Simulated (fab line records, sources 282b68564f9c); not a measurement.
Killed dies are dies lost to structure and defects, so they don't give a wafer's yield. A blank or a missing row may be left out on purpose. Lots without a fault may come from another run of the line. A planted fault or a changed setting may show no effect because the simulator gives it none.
Problem report in the 8D (eight disciplines) form, filled by code | flow rit_cmos | the parts of the form that need people (team, actions taken, sign-off) are left out

1. THE PROBLEM
ACTIVE_OXIDE_THK at RIT_ACTIVE_THK_MEAS_02 reads a mean of 59.4 nm on 6 wafers of 2 lots; wafers without a fault read 46.5 nm with a standard deviation of 0.8. That is +16 standard deviations from the usual mean.
First seen on wafer L574.2, day 4 20:22, on film_metro-01. The record holds 42 wafers of 14 lots with a number at this step. Rule for "out", or "out of limits": more than 4 standard deviations from the usual mean. The other wafers with a number count as sound.

2. WHAT IT IS AND WHAT IT IS NOT
question                    | is                     | is not
which readings at this step | ACTIVE_OXIDE_THK       | -
which lots                  | L574, L577             | L559, L560, L561, L562, L563, L564, L565, L567, L570, L576, L578, L580
which wafers of those lots  | all that have a number | -
read on which gauges        | film_metro-01          | film_metro-03, film_metro-04
when                        | from day 4 20:22       | up to then (27 sound wafers); but 9 sound wafers of L576, L578, L580 came after

3. SUSPECTS, AND WHAT RULES EACH OUT
Counting: a tool at a process step up to the reading stays a suspect if it ran every lot that is out and no sound lot after the first of them.
- the gauge at RIT_ACTIVE_THK_MEAS_02: ruled out. All the wafers that are out were read on film_metro-01, but those of them that RIT_ACTIVE_OXIDATION_01 has rows for are out there too, on other tools.
- furnace-01 at RIT_ACTIVE_OXIDATION_01 (target thk 46.8 nm, ox time 3360 s): kept. It ran every lot that is out, first L574 (day 4 18:25), and no sound lot after that; its last sound lot up to then is L562 (day 2 06:07). Its own readings are out on those wafers: spike_tc_centre_C, spike_tc_load_C, spike_tc_source_C, tube_center_temp_C, tube_center_temp_C_max.
Left after counting: furnace-01 at RIT_ACTIVE_OXIDATION_01.

4. THE CAUSE (what the simulator had put in)
Process parameter drift: furnace-01, from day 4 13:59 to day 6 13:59, at RIT_ACTIVE_OXIDATION_01. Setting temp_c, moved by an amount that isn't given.
Counting left only this tool.

5. THE CHAIN OF EFFECTS, in route order
Each row: a reading whose mean over the struck wafers that have a number lies more than 3 standard deviations from the usual. Only readings for which the record gives a usual standard deviation are gone through. hours: the time from each lot's start at the first step in this table that gives one to its start at this step, as a median over the lots. sigmas: the change in usual standard deviations.
hours | step                    | reading                | usual    | on struck wafers | change | sigmas
0     | RIT_ACTIVE_OXIDATION_01 | spike_tc_centre_C      | 1001.7 C | 1028.0           | +26.3  | +16
0     | RIT_ACTIVE_OXIDATION_01 | spike_tc_load_C        | 1024.6 C | 1048.0           | +23.4  | +10
0     | RIT_ACTIVE_OXIDATION_01 | spike_tc_source_C      | 1025 C   | 1046             | +21    | +6.0
0     | RIT_ACTIVE_OXIDATION_01 | tube_center_temp_C     | 1000 C   | 1025             | +25    | +99 or more
0     | RIT_ACTIVE_OXIDATION_01 | tube_center_temp_C_max | 1002.6   | 1027.4           | +24.8  | +56
2     | RIT_ACTIVE_THK_MEAS_02  | ACTIVE_OXIDE_THK       | 46.5 nm  | 59.4             | +12.9  | +16
The process steps in it:
- RIT_ACTIVE_OXIDATION_01: target thk 46.8 nm, ox time 3360 s.
Later measuring or inspecting steps at which every struck wafer that the step has a row for has a number for every such reading, and none has moved that far: RIT_PRETRO_OVL_MEAS_06.

6. WHAT WOULD HAVE CAUGHT IT SOONER
In this record the first reading out of limits at a measuring or inspecting step was taken at day 4 20:22, 6 hours after the fault began at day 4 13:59.
The tool's own readings at RIT_ACTIVE_OXIDATION_01 were out on every struck wafer that the step has a row for (spike_tc_centre_C, spike_tc_load_C, spike_tc_source_C, tube_center_temp_C, tube_center_temp_C_max): an alarm limit on them would have fired on the first of those.
Of the lots that are out (2), L577 began RIT_ACTIVE_OXIDATION_01 on furnace-01 after day 4 20:22. A hold on the tool at that time would have spared it.
